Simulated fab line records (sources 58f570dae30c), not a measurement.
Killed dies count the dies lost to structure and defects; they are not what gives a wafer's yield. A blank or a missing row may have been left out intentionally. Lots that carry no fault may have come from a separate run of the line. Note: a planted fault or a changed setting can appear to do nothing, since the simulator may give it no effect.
A lot that was struck, set against a sound lot / flow berkeley cmos170 / 19 out of 331 route steps
Sound: these wafers, L148.3, L148.5, L148.6. Wafers struck: L160.1, L160.3, L160.4. The cause is given at the end.
Order at every step that has rows: each side's tool, ch and its chambers, its first start. Under that, the readings that differ: sound wafers / struck wafers / difference of the means / sigmas: that difference in standard deviations of wafers without a fault.
alike: readings with means less than 2 such deviations apart, plus words and numbers identical on both sides. not compared: withheld readings, readings lacking a value on some wafer, bounds such as >300 that could conceal the same value, and numbers that have no deviation in the record and whose values overlap.
The two part at a step that has a row with sigmas, a row that says differs or no value, or rows on one side only. Non-overlapping numbers with no deviation appear without sigmas and do not part them. A reading missing from all wafers of one side parts the sides only when that side holds two or more wafers.

UCB170_M1_CD_MEAS_90: the cd target is 700 nm.
  sound on cd sem-01 at day 7 04:57; struck on cd sem-01 at day 10 04:29
  alike: cd nm
then, 1 step without rows for these wafers: UCB170_M1_ANNEAL_14 (time 1200 s).
UCB170_V1_CVD_00: deposits SiO2 from TEOS/O2, target thk 2000 nm, time 250 s.
  sound on pecvd-02 ch 1,2, day 7 10:38; struck on pecvd-04 ch 0,2, day 10 08:04
  alike: heater power w
UCB170_V1_THK_MEAS_01:
  sound on film metro-03 at day 7 10:48; struck on film metro-03 at day 10 08:14
reading=V1_TEOS_THK (nm); sound=1998 2018 2027; struck=1957 1935 1957; difference=-65; sigmas=-2
UCB170_V1_CMP_02: polishes SiO2.
  sound on cmp-02 ch 0,3, day 7 10:53; struck on cmp-01 ch 0,1,2, day 10 08:17
  alike: motor current A
UCB170_V1_BOW_MEAS_03:
  sound on film metro-03 at day 7 11:11; struck on film metro-03 at day 10 08:35
  alike: V1_BOW
UCB170_V1_THK_MEAS_04:
  sound on film metro-03 at day 7 11:17; struck on film metro-03 at day 10 08:43
reading=V1_POLISHED_THK (nm); sound=1001.9 1002.0 1001.2; struck=999.3 999.7 998.5; difference=-2.5; sigmas=-3
then, 5 steps without rows for these wafers: UCB170_V1_CLEAN_05 (cleans in DIW); UCB170_V1_HMDS_06 (prime time 60 s); UCB170_V1_COAT_07 (resist thk 900 nm); UCB170_V1_SOFTBAKE_08 (time 60 s); UCB170_V1_EXPOSE_09 (exposes mask VIA1, target cd 700 nm).
UCB170_V1_PEB_10:
  sound on litho track-04 ch 0, day 7 12:17; struck on litho track-02 ch 0, day 10 10:18
then, 1 step without rows for these wafers: UCB170_V1_DEVELOP_11 (develop time 45 s).
UCB170_V1_CD_MEAS_12: the cd target is 700 nm.
  sound on cd sem-02 at day 7 12:33; struck on cd sem-01 at day 10 10:34
reading=cd nm (nm); sound=699.3 698.7 700.6; struck=716.0 716.1 715.9; difference=+16.5; sigmas=+13
UCB170_V1_OVL_MEAS_13:
  sound on overlay-01 at day 7 12:38; struck on overlay-02 at day 10 10:41
  alike: V1_OVL
UCB170_V1_ETCH_14: etches SiO2 in CHF3/CF4/Ar, stops on Al, target depth 1250 nm, time 291 s.
  sound on rie diel-03 ch 1,2,3, day 7 12:40; struck on rie diel-03 ch 0,1,2, day 10 10:44
reading=model.V1.cd nm (nm); sound=699.7 698.3 700.9; struck=716.4 715.3 715.1; difference=+16.0; sigmas=
  alike: drypump motor current A, oes product au, throttle valve pct
  not compared: rf hours counter h
UCB170_V1_STRIP_15: strips in O2.
  sound on plasma asher-02 ch 0,1, day 7 12:52; struck on plasma asher-04 ch 0,1, day 10 10:55
  alike: drypump motor current A, o2 flow sccm, oes product au, strip time to endpoint s
  not compared: rf hours counter h
after that, 1 step had no rows for these wafers: UCB170_M3_PROBE_99.

## WHERE THEY PART
Earliest at UCB170_V1_THK_MEAS_01; latest, in this record, at UCB170_V1_CD_MEAS_12. Later steps at which nothing parts them and some readings are alike: UCB170_V1_OVL_MEAS_13, UCB170_V1_ETCH_14, UCB170_V1_STRIP_15.

WHY: what had been put in by the simulator
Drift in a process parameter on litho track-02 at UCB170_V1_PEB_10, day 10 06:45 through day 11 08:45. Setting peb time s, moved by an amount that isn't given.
